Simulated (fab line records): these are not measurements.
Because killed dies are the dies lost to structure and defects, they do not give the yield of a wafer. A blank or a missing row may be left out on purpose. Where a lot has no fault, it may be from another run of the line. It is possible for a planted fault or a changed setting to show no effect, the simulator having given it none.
What tool caused it? ; flow rit-cmos ; 14 lots with 42 wafers sampled at 2 steps, on a route of 202 steps

== WHAT THE GAUGES READ, wafer by wafer ==
RIT_PRETRO_OVL_MEAS_06. Usual: PRETRO_OVL -1.2 nm, standard deviation 1.5.
lot;measured;on;PRETRO_OVL (nm);flag
L525;day 2 07:51;overlay-01;-1.2 -0.4 -1.2;
L526;day 2 11:19;overlay-02;0.5 -0.9 -1.0;
L527;day 2 17:11;overlay-02;1.8 0.4 -1.0;
L528;day 2 22:34;overlay-01;-2.7 -2.8 -0.6;
L530;day 3 09:40;overlay-01;-1.5 -3.3 -3.4;
L531;day 3 12:15;overlay-02;-2.0 0.6 -0.8;
L533;day 4 04:53;overlay-02;1.7 0.8 0.6;
L535;day 4 09:35;overlay-01;0.1 -3.4 -1.4;
L534;day 4 10:08;overlay-02;-2.3 -1.1 -1.1;
L536;day 4 17:33;overlay-01;-2.4 0.8 -1.2;
L537;day 4 19:47;overlay-01;-3.3 -0.9 -3.4;
L538;day 4 23:44;overlay-02;-0.3 -0.6 -1.0;
L541;day 5 16:14;overlay-01;-3.9 -1.4 -5.8;
L546;day 6 15:52;overlay-01;-1.7 -3.4 -3.9;

RIT_NLDD_TW_MEAS_10. Usual: NLDD_TW 2486, standard deviation 16.
lot;measured;on;NLDD_TW;flag
L525;day 2 20:06;film-metro-02;2498 2499 2491;
L526;day 2 23:24;film-metro-02;2471 2490 2493;
L527;day 3 03:38;film-metro-04;2490 2512 2492;
L528;day 3 10:59;film-metro-04;2520 2508 2496;
L530;day 3 20:55;film-metro-01;2475 2478 2472;
L531;day 4 01:54;film-metro-01;2515 2498 2513;
L533;day 4 15:47;film-metro-02;2472 2473 2465;
L535;day 4 20:58;film-metro-04;2486 2499 2505;
L534;day 4 21:40;film-metro-04;2502 2500 2504;
L536;day 5 07:26;film-metro-01;2491 2474 2485;
L537;day 5 07:46;film-metro-02;2478 2467 2457;
L538;day 5 12:29;film-metro-02;2469 2454 2466;
L541;day 6 03:11;film-metro-01;2471 2484 2486;
L546;day 7 02:59;film-metro-04;2512 2509 2498;

== TOOL THAT RAN EACH LOT (tool first, then ch and the chambers of the sampled wafers, then the start) ==
The record holds no process step before these readings.

== WHAT THE TOOLS THEMSELVES READ (means of the sampled wafers that have a number; where no wafer has one, the mark that the record gives instead) ==
The record holds no such reading with a usual standard deviation.

== THE ANSWER, worked out from the rows above alone ==
Rule: lot off if the mean of its wafers having a number is beyond 3 standard deviations from the usual mean. A lot without any number at a reading at which 4 lots or more have one is off too. Any other lot the step has rows for is counted as sound. First the gauges in route order, then the tools' own readings, where a lot's mean is used as printed above. The first step at which some lot is off is used, and at that step the reading that is off furthest; a lot without a number counts as furthest.
No lot is off at any reading shown: from this, nothing can be told.

== WHAT HAD BEEN PUT IN BY THE SIMULATOR ==
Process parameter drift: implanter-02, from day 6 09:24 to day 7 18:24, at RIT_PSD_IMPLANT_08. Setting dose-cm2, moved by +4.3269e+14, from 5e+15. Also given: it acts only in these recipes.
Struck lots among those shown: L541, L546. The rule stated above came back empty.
